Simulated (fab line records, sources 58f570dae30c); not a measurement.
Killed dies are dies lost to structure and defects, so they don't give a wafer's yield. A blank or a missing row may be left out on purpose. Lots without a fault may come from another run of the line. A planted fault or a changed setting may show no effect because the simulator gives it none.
fab line records | flow berkeley_cmos170
record lots=14 wafers=42 last_day=14
route steps=331 shown PWELL@50
lots that met no fault: from a run of the same line without faults
start_h: hours from the record's first day to the start of the lot's first wafer shown | wait_h: hours since the lot's step before | " the same as in the row above | L1.1+2: a row that stands for several wafers | - no value, or no start given | * or withheld: withheld | < > ~ a bound
route shown NAME@n: a module of which the file shows steps, and the number in the route of the first | usual: mean/standard deviation of fault-free wafers | same: alike in all rows | chamber/n: place in a boat | sites: the reading at each site | _std_site: their standard deviation | _edge_site: outer sites' mean less inner sites' | radius_mm: how far each site lies from the wafer's centre | mask NAME#n: copy n | behind: the tool/chamber that last shaped the wafer | hold: why the lot was held/for how many hours/how that ended | device: the transistor (n, p or np) that didn't switch | end of line: the same wafers' tests at the end of the route | a step without rows: its recipe alone | killed: dies lost to structure and defects at the first sort, not the wafer's yield | map: a wafer's dies, x killed, . not, _ none there
set.NAME: the setting as run; set.NAME@STEP: as run at that earlier step | model.NAME: the simulator's own value behind a step, which no gauge read
steps of the route over a sample of lots; a table a step, a row a wafer
services: from which hour (start_h, from the record's first day; less than 0 if before it) a tool's chamber was out of use, for how many hours, and why
## steps
# step UCB170_PWELL_STRIP_16
# recipe chemistry=O2 power_w=400 pressure_mtorr=3500 platen_temp_c=withheld o2_flow_sccm=400 overash_fraction=0.5
# usual drypump_motor_current_A=5.5/0.46 oes_product_au=0.720/0.0041 overash_fraction=0.5/0 strip_time_to_endpoint_s=18.01/0.084
# columns lot.wafer tool chamber start_h wait_h drypump_motor_current_A oes_product_au overash_fraction rf_hours_counter_h strip_time_to_endpoint_s
L116.3 plasma_asher-02 0 58.08 0.1 6.1 0.715 0.5 - 18.15
L116.4 " 1 " " 5.2 0.718 0.5 - 18.10
L116.6 " 0 " " 6.1 0.728 0.5 - 17.99
L117.2 plasma_asher-02 1 78.90 0.1 5.2 0.714 0.5 33 17.96
L117.3 " 1 " " 5.2 0.721 0.5 - 17.96
L117.5 " 0 " " 6.1 0.719 0.5 - 17.81
L119.1 plasma_asher-04 0 79.17 0.1 5.0 0.715 0.5 36 17.86
L119.3 " 1 " " 5.2 0.725 0.5 - 17.93
L119.4 " 0 " " 5.0 0.717 0.5 - 17.89
L120.1 plasma_asher-01 0 80.41 0.1 5.3 0.712 0.5 33 18.05
L120.3 " 1 " " 6.2 0.721 0.5 - 18.08
L120.4 " 0 " " 5.3 0.722 0.5 - 18.00
L121.3 plasma_asher-04 0 80.72 0.1 5.0 0.713 0.5 - 18.07
L121.4 " 1 " " 5.2 0.727 0.5 - 18.02
L121.5 " 1 " " 5.2 0.721 0.5 - 18.03
L123.3 plasma_asher-02 0 86.20 0.1 6.1 0.722 0.5 - 18.03
L123.5 " 0 " " 6.1 0.721 0.5 - 18.08
L123.6 " 1 " " 5.2 0.722 0.5 - 17.95
L125.2 plasma_asher-02 1 102.47 0.1 5.2 0.724 0.5 37 18.08
L125.3 " 1 " " 5.2 0.723 0.5 - 18.09
L125.4 " 0 " " 6.1 0.721 0.5 - 18.00
L126.3 plasma_asher-01 1 102.50 0.1 6.1 0.715 0.5 - 17.98
L126.5 " 0 " " 5.3 0.722 0.5 - 17.90
L126.6 " 1 " " 6.2 0.715 0.5 - 18.00
L129.1 plasma_asher-02 0 110.30 0.1 6.1 0.717 0.5 38 18.01
L129.2 " 1 " " 5.2 0.725 0.5 38 18.03
L129.5 " 0 " " 6.1 0.725 0.5 - 18.01
L128.3 plasma_asher-02 0 110.49 0.1 6.1 0.716 0.5 - 17.98
L128.4 " 1 " " 5.2 0.726 0.5 - 18.14
L128.5 " 0 " " 6.1 0.721 0.5 - 18.01
L134.2 plasma_asher-02 0 142.61 0.1 6.1 0.659 0.7 43 18.01
L134.3 " 0 " " 6.1 0.663 0.7 - 17.94
L134.4 " 1 " " 5.2 0.664 0.7 - 18.07
L136.1 plasma_asher-04 1 164.43 0.2 5.2 0.725 0.5 4 18.03
L136.4 " 0 " " 5.0 0.722 0.5 - 17.91
L136.5 " 1 " " 5.2 0.719 0.5 - 17.93
L137.2 plasma_asher-02 1 171.38 0.1 5.2 0.664 0.7 45 18.05
L137.3 " 1 " " 5.2 0.665 0.7 - 18.00
L137.5 " 0 " " 6.1 0.657 0.7 - 18.02
L139.1 plasma_asher-04 1 181.22 0.1 5.3 0.721 0.5 6 18.02
L139.2 " 0 " " 5.0 0.720 0.5 6 18.03
L139.3 " 0 " " 5.0 0.720 0.5 - 17.98
## services
# columns tool chamber start_h hours kind
plasma_asher-01 - 46.52 2.8 pm
plasma_asher-04 - 65.06 2.8 pm
plasma_asher-04 - 83.28 24.0 repair
plasma_asher-04 - 108.75 9.0 pm
plasma_asher-04 0 108.75 9.0 vent_cycle
plasma_asher-04 1 108.75 9.0 vent_cycle
plasma_asher-04 0 117.75 - clean
plasma_asher-04 1 117.75 - clean
plasma_asher-02 - 140.35 0.6 repair
## key
first_sign step=UCB170_PWELL_STRIP_16 reading=overash_fraction direction=up sigmas=99+ usual=0.5 struck=0.7
effect step=UCB170_PWELL_STRIP_16 reading=oes_product_au direction=down sigmas=14 usual=0.720 struck=0.662
met_at UCB170_PWELL_STRIP_16
struck_lots L134,L137
tester_left_out L134,L137
onset_between 110.49 142.61
fault kind=process_parameter_drift tool=plasma_asher-02 chamber=- onset_h=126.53 steps=UCB170_PWELL_STRIP_16 channel=overash_fraction offset=0.2 shape=step end_h=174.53 acts_in=these_recipes_only stated=0.5
# tester_left_out: of these lots the tester's yield and bins aren't shown, on N5 and GAA mostly nor the transistor test; their killed dies are dies lost to structure and defects alone, not to doping, threshold or leakage, so they don't give the yield
